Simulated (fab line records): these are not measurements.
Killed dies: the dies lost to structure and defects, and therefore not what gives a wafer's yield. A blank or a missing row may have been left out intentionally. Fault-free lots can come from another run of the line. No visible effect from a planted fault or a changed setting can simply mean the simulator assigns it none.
Comparing a struck lot with a sound one | flow rit cmos | 15 out of 202 route steps
Sound: the wafers L974.2, L974.5, L974.6. Struck: wafers L988.2, L988.4, L988.5. The cause is named last.
Each step with rows lists, per side, the tool, then ch with its chambers, then its first start. Under that, the readings that differ: sound wafers | struck wafers | difference of the means | sigmas: that difference in standard deviations of wafers without a fault.
alike: readings whose means differ by less than 2 such deviations, and words and numbers that are the same on both sides. not compared: withheld readings, readings that some wafer has no value for, bounds like >300 that may hide the same value, and numbers for which the record gives no deviation and whose values overlap.
Wherever a step has rows on one side only, a row that says differs or no value, or a row with sigmas, the two part there. Numbers that have no deviation but don't overlap get no sigmas and don't part them. A reading that every wafer of one side lacks parts them only if that side has two wafers or more.

first, 1 step without rows for these wafers: RIT_GATE_CVD_08 (deposits poly-Si from SiH4, target thk 250 nm, time 2220 s).
RIT_GATE_THK_MEAS_09:
  sound on film metro-01 at day 2 23:31; struck on film metro-01 at day 5 21:50
  alike: GATE_POLY_THK
then, 6 steps without rows for these wafers: RIT_GATE_HMDS_10 (prime time 60 s); RIT_GATE_COAT_11 (resist thk 850 nm); RIT_GATE_SOFTBAKE_12 (time 60 s); RIT_GATE_EXPOSE_13 (exposes mask M6, target cd 150 nm); RIT_GATE_PEB_14; RIT_GATE_DEVELOP_15 (develop time 50 s).
RIT_GATE_CD_MEAS_16 targets a cd of 150 nm.
  sound on cd sem-02 at day 3 00:26; struck on cd sem-02 at day 5 22:45
  alike: cd nm
RIT_GATE_OVL_MEAS_17:
  sound on overlay-02 at day 3 00:33; struck on overlay-02 at day 5 22:52
  alike: GATE_OVL
then, 1 step without rows for these wafers: RIT_GATE_HARDBAKE_18 (time 60 s).
RIT_GATE_ETCH_19: etches poly-Si in SF6/CHF3/O2, stops on SiO2, time 165 s, target depth 312.5 nm.
  sound on rie si-02 ch 0,2,3, day 3 00:44; struck on rie si-02 ch 0,1,3, day 5 23:04
  alike: drypump motor current A, oes product au, rf fwd power W, throttle valve pct
  not compared: rf hours counter h
RIT_GATE_STRIP_20: strips in O2, time 180 s.
  sound on plasma asher-02 ch 0,1, day 3 00:50; struck on plasma asher-04 ch 0,1, day 5 23:11
  no value came back on the struck wafers for chamber pressure mTorr (mTorr), drypump motor current A (A), rf refl power W (W); on the sound wafers chamber pressure mTorr (mTorr) reads 3994 4002 3999
  reading                                   | sound | struck            | difference | sigmas
  model.NOVOLAK_of_GATE_COAT_11.thk nm (nm) | 0 0 0 | 671.8 667.7 676.4 | +672.0     |
  not compared: rf hours counter h
RIT_GATE_CD_MEAS_90 targets a cd of 150 nm.
  sound on cd sem-01 at day 3 01:02; struck on cd sem-01 at day 5 23:22
  alike: cd nm
RIT_M1_PROBE_99:
  sound on prober-01 at day 3 20:20; struck on prober-02 at day 6 19:50
  reading             | sound  | struck      | difference | sigmas
  killed at front end | 10 4 5 | 264 264 263 | +257       | +89
  killed dies         | 10 4 5 | 264 264 264 | +258       | +89
  killed on rim       | 4 1 2  | 70 70 70    | +68        | +48
  alike: killed at contacts, killed open, killed short

## WHERE THEY PART
Earliest at RIT_GATE_STRIP_20; latest, in this record, at RIT_M1_PROBE_99.

WHY: what the simulator had put in
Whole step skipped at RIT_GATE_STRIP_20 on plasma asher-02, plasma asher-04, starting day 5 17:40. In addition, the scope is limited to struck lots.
